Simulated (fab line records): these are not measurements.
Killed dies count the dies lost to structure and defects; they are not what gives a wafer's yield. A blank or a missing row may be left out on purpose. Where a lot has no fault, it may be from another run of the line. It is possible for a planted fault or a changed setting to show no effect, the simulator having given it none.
Split-lot trial || flow berkeley cmos170 || route with 331 steps; 5 lots, 23 wafers read

THE SPLIT ITSELF
At UCB170_M1_METAL_ETCH_12 (etches Al in Cl2/BCl3, stops on PSG, target depth 780 nm, time 130 s), the setting time s was moved away from the recipe's 130 s on 11 of the 23 wafers read, by -8.9% to +12.7%. The other wafers ran this setting at the recipe's value.

Reading taken at the split's own step.

THE READING
KrF_of_M1_COAT_04.thk nm (the simulator's own value, which no gauge read), in nm, at UCB170_M1_METAL_ETCH_12 (etches Al in Cl2/BCl3, stops on PSG, target depth 780 nm, time 130 s). No usual value for it is given in the file. The 12 wafers here that ran the recipe average 437.9 nm, standard deviation 7.4 nm.

{"wafer": "L080.1", "tool, chamber at the split": "rie metal-04, 1", "time s as run, s": 130, "against the recipe": "recipe", "KrF_of_M1_COAT_04.thk nm, nm": 422.8, "against lot-mates on the recipe": "-"}
{"wafer": "L080.2", "tool, chamber at the split": "rie metal-04, 0", "time s as run, s": 138.3, "against the recipe": "+6.4%", "KrF_of_M1_COAT_04.thk nm, nm": 407.9, "against lot-mates on the recipe": -20.1}
{"wafer": "L080.3", "tool, chamber at the split": "rie metal-04, 0", "time s as run, s": 138.3, "against the recipe": "+6.4%", "KrF_of_M1_COAT_04.thk nm, nm": 406.4, "against lot-mates on the recipe": -21.6}
{"wafer": "L080.5", "tool, chamber at the split": "rie metal-04, 0", "time s as run, s": 130, "against the recipe": "recipe", "KrF_of_M1_COAT_04.thk nm, nm": 434.6, "against lot-mates on the recipe": "-"}
{"wafer": "L080.6", "tool, chamber at the split": "rie metal-04, 1", "time s as run, s": 130, "against the recipe": "recipe", "KrF_of_M1_COAT_04.thk nm, nm": 426.6, "against lot-mates on the recipe": "-"}
{"wafer": "L078.1", "tool, chamber at the split": "rie metal-02, 0", "time s as run, s": 118.4, "against the recipe": "-8.9%", "KrF_of_M1_COAT_04.thk nm, nm": 477.9, "against lot-mates on the recipe": "+40.8"}
{"wafer": "L078.2", "tool, chamber at the split": "rie metal-02, 1", "time s as run, s": 130, "against the recipe": "recipe", "KrF_of_M1_COAT_04.thk nm, nm": 433.9, "against lot-mates on the recipe": "-"}
{"wafer": "L078.4", "tool, chamber at the split": "rie metal-02, 1", "time s as run, s": 118.4, "against the recipe": "-8.9%", "KrF_of_M1_COAT_04.thk nm, nm": 474.5, "against lot-mates on the recipe": "+37.4"}
{"wafer": "L078.5", "tool, chamber at the split": "rie metal-02, 0", "time s as run, s": 118.4, "against the recipe": "-8.9%", "KrF_of_M1_COAT_04.thk nm, nm": 480.2, "against lot-mates on the recipe": "+43.1"}
{"wafer": "L078.6", "tool, chamber at the split": "rie metal-02, 1", "time s as run, s": 130, "against the recipe": "recipe", "KrF_of_M1_COAT_04.thk nm, nm": 440.4, "against lot-mates on the recipe": "-"}
{"wafer": "L077.1", "tool, chamber at the split": "rie metal-02, 0", "time s as run, s": 146.5, "against the recipe": "+12.7%", "KrF_of_M1_COAT_04.thk nm, nm": 385, "against lot-mates on the recipe": -60.0}
{"wafer": "L077.3", "tool, chamber at the split": "rie metal-02, 1", "time s as run, s": 146.5, "against the recipe": "+12.7%", "KrF_of_M1_COAT_04.thk nm, nm": 379.9, "against lot-mates on the recipe": -65.1}
{"wafer": "L077.4", "tool, chamber at the split": "rie metal-02, 0", "time s as run, s": 130, "against the recipe": "recipe", "KrF_of_M1_COAT_04.thk nm, nm": 447.6, "against lot-mates on the recipe": "-"}
{"wafer": "L077.5", "tool, chamber at the split": "rie metal-02, 0", "time s as run, s": 130, "against the recipe": "recipe", "KrF_of_M1_COAT_04.thk nm, nm": 442.4, "against lot-mates on the recipe": "-"}
{"wafer": "L077.6", "tool, chamber at the split": "rie metal-02, 1", "time s as run, s": 146.5, "against the recipe": "+12.7%", "KrF_of_M1_COAT_04.thk nm, nm": 382.1, "against lot-mates on the recipe": -62.9}
{"wafer": "L082.1", "tool, chamber at the split": "rie metal-04, 1", "time s as run, s": 120.9, "against the recipe": "-7.0%", "KrF_of_M1_COAT_04.thk nm, nm": 465.3, "against lot-mates on the recipe": "+25.7"}
{"wafer": "L082.3", "tool, chamber at the split": "rie metal-04, 0", "time s as run, s": 130, "against the recipe": "recipe", "KrF_of_M1_COAT_04.thk nm, nm": 445.5, "against lot-mates on the recipe": "-"}
{"wafer": "L082.4", "tool, chamber at the split": "rie metal-04, 1", "time s as run, s": 130, "against the recipe": "recipe", "KrF_of_M1_COAT_04.thk nm, nm": 433.7, "against lot-mates on the recipe": "-"}
{"wafer": "L082.5", "tool, chamber at the split": "rie metal-04, 0", "time s as run, s": 120.9, "against the recipe": "-7.0%", "KrF_of_M1_COAT_04.thk nm, nm": 470.1, "against lot-mates on the recipe": "+30.5"}
{"wafer": "L082.6", "tool, chamber at the split": "rie metal-04, 1", "time s as run, s": 120.9, "against the recipe": "-7.0%", "KrF_of_M1_COAT_04.thk nm, nm": 460.4, "against lot-mates on the recipe": "+20.8"}
{"wafer": "L085.1", "tool, chamber at the split": "rie metal-02, 1", "time s as run, s": 130, "against the recipe": "recipe", "KrF_of_M1_COAT_04.thk nm, nm": 442.2, "against lot-mates on the recipe": "-"}
{"wafer": "L085.3", "tool, chamber at the split": "rie metal-02, 1", "time s as run, s": 130, "against the recipe": "recipe", "KrF_of_M1_COAT_04.thk nm, nm": 440.7, "against lot-mates on the recipe": "-"}
{"wafer": "L085.5", "tool, chamber at the split": "rie metal-02, 1", "time s as run, s": 130, "against the recipe": "recipe", "KrF_of_M1_COAT_04.thk nm, nm": 444.9, "against lot-mates on the recipe": "-"}

THE FIT
A straight line over all 23 wafers: KrF_of_M1_COAT_04.thk nm changes by -4.36 nm for each +1% of time s; r = -0.98; the points scatter about the line by 6.1 nm.
The same after taking each lot's own level away (the mean of its wafers on the recipe; 23 wafers): -4.49 nm for each +1%; r = -0.99; scatter 5.2 nm.
The reading moves by 57 nm for the largest change in time s, on that fit.
From 428.00 to 445.00 nm: that is the span of the lots' own levels, equal to 2.3 times the standard deviation above.
The two slopes are in agreement: the lot-to-lot level therefore moves the slope only a little.
Check: for one of the wafers moved furthest among these (+12.7%), held out of the fit, the line's prediction against its lot-mates is -57.2 nm. Against them it came out at -60 nm.

OTHER SPLITS ON THESE WAFERS
Before the reading, these wafers also passed through other splits. Each is held against what the fit with the lots' levels taken away leaves over:
{"other split on the same wafers": "UCB170_PSD_IMPLANT_08 dose cm2", "wafers away from the commonest value": 5, "r with KrF_of_M1_COAT_04.thk nm (lot level and that fit taken away)": -0.63}
{"other split on the same wafers": "UCB170_NSD_COAT_01 resist thk nm", "wafers away from the commonest value": 4, "r with KrF_of_M1_COAT_04.thk nm (lot level and that fit taken away)": -0.21}
{"other split on the same wafers": "UCB170_SDANNEAL_RTA_01 time s", "wafers away from the commonest value": 10, "r with KrF_of_M1_COAT_04.thk nm (lot level and that fit taken away)": -0.23}
{"other split on the same wafers": "UCB170_CONTACT_COAT_04 spin rpm", "wafers away from the commonest value": 7, "r with KrF_of_M1_COAT_04.thk nm (lot level and that fit taken away)": "+0.05"}

FILE'S OWN FIT
KrF_of_M1_COAT_04.thk nm changes by -4.44 nm for each +1% of time s, r = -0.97.
